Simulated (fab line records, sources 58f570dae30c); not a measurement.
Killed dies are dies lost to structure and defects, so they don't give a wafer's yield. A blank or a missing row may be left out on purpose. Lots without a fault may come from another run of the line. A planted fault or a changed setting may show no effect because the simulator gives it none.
Which tool did it? | flow berkeley_cmos170 | 15 lots, 45 wafers sampled, at 2 steps of a route of 331

WHAT THE GAUGES READ, wafer by wafer
UCB170_GATE_OVL_MEAS_13.
lot  | measured     | on         | GATE_OVL (nm)
L651 | day 6 08:14  | overlay-01 | 8 5 -1
L653 | day 6 15:35  | overlay-01 | -5 1 -5
L652 | day 6 15:43  | overlay-02 | -4 -2 -3
L656 | day 7 05:28  | overlay-01 | 3 -8 3
L654 | day 7 06:01  | overlay-02 | 8 7 -5
L658 | day 7 19:25  | overlay-01 | -7 -11 -7
L659 | day 8 05:20  | overlay-01 | -2 -4 -4
L662 | day 8 18:22  | overlay-01 | 0 -5 -12
L668 | day 9 11:23  | overlay-02 | -2 -11 -2
L667 | day 9 12:14  | overlay-02 | 0 1 -11
L669 | day 9 23:30  | overlay-01 | 7 3 13
L671 | day 10 13:57 | overlay-02 | 6 -3 -12
L672 | day 10 14:14 | overlay-01 | 4 5 -7
L673 | day 10 14:39 | overlay-02 | 0 -6 -10
L674 | day 10 20:29 | overlay-01 | 1 4 7

UCB170_NLDD_CD_MEAS_06: target cd 1200 nm.
lot  | measured     | on        | cd_nm (nm)
L651 | day 6 13:33  | cd_sem-01 | 1198.5 1198.3 1198.5
L653 | day 6 19:10  | cd_sem-02 | 1200.9 1200.4 1201.1
L652 | day 6 19:35  | cd_sem-02 | 1199.1 1199.0 1199.6
L656 | day 7 12:25  | cd_sem-01 | 1200.8 1201.1 1201.3
L654 | day 7 12:40  | cd_sem-02 | 1199.6 1200.2 1199.2
L658 | day 7 23:37  | cd_sem-01 | 1199.2 1201.0 1198.6
L659 | day 8 10:30  | cd_sem-01 | 1199.9 1199.5 1200.0
L662 | day 8 23:47  | cd_sem-01 | 1202.7 1201.0 1200.8
L668 | day 9 15:14  | cd_sem-01 | 1201.4 1200.5 1200.0
L667 | day 9 16:23  | cd_sem-01 | 1201.5 1200.1 1199.9
L669 | day 10 04:28 | cd_sem-02 | 1200.1 1198.8 1198.6
L671 | day 10 17:21 | cd_sem-01 | 1200.9 1198.9 1201.3
L672 | day 10 17:50 | cd_sem-01 | 1199.5 1199.0 1198.4
L673 | day 10 18:16 | cd_sem-01 | 1199.6 1199.1 1200.1
L674 | day 11 00:56 | cd_sem-02 | 1201.1 1200.6 1199.1

WHICH TOOL RAN EACH LOT (tool, then ch and the chambers of the sampled wafers, then the start)
The record holds no process step before these readings.

WHAT THE TOOLS THEMSELVES READ (means of the sampled wafers that have a number; where no wafer has one, the mark that the record gives instead)
The record holds no such reading with a usual standard deviation.

THE ANSWER, worked out from the rows above alone
Rule: what is usual is taken from the lots themselves. Put in order of their means at a reading, lots are off if they are a third of the lots or fewer, leave a main group of 4 or more, and stand apart from it by a gap of 3 or more times the standard deviation of the main group's means; of several such gaps the widest counts. A main group whose means are all the same, to the digits that the tables above print for the reading, isn't used. A lot without any number at a reading at which 4 lots or more have one is off too. The other lots that the step has rows for count as sound. The gauges are gone through in route order, then the tools' own readings, and for those a lot's mean is taken as printed above. The first step at which some lot is off is used, and at that step the reading that is off furthest; a lot without a number counts as furthest.
No lot is off at any reading shown: from this, nothing can be told.

WHAT THE SIMULATOR HAD PUT IN
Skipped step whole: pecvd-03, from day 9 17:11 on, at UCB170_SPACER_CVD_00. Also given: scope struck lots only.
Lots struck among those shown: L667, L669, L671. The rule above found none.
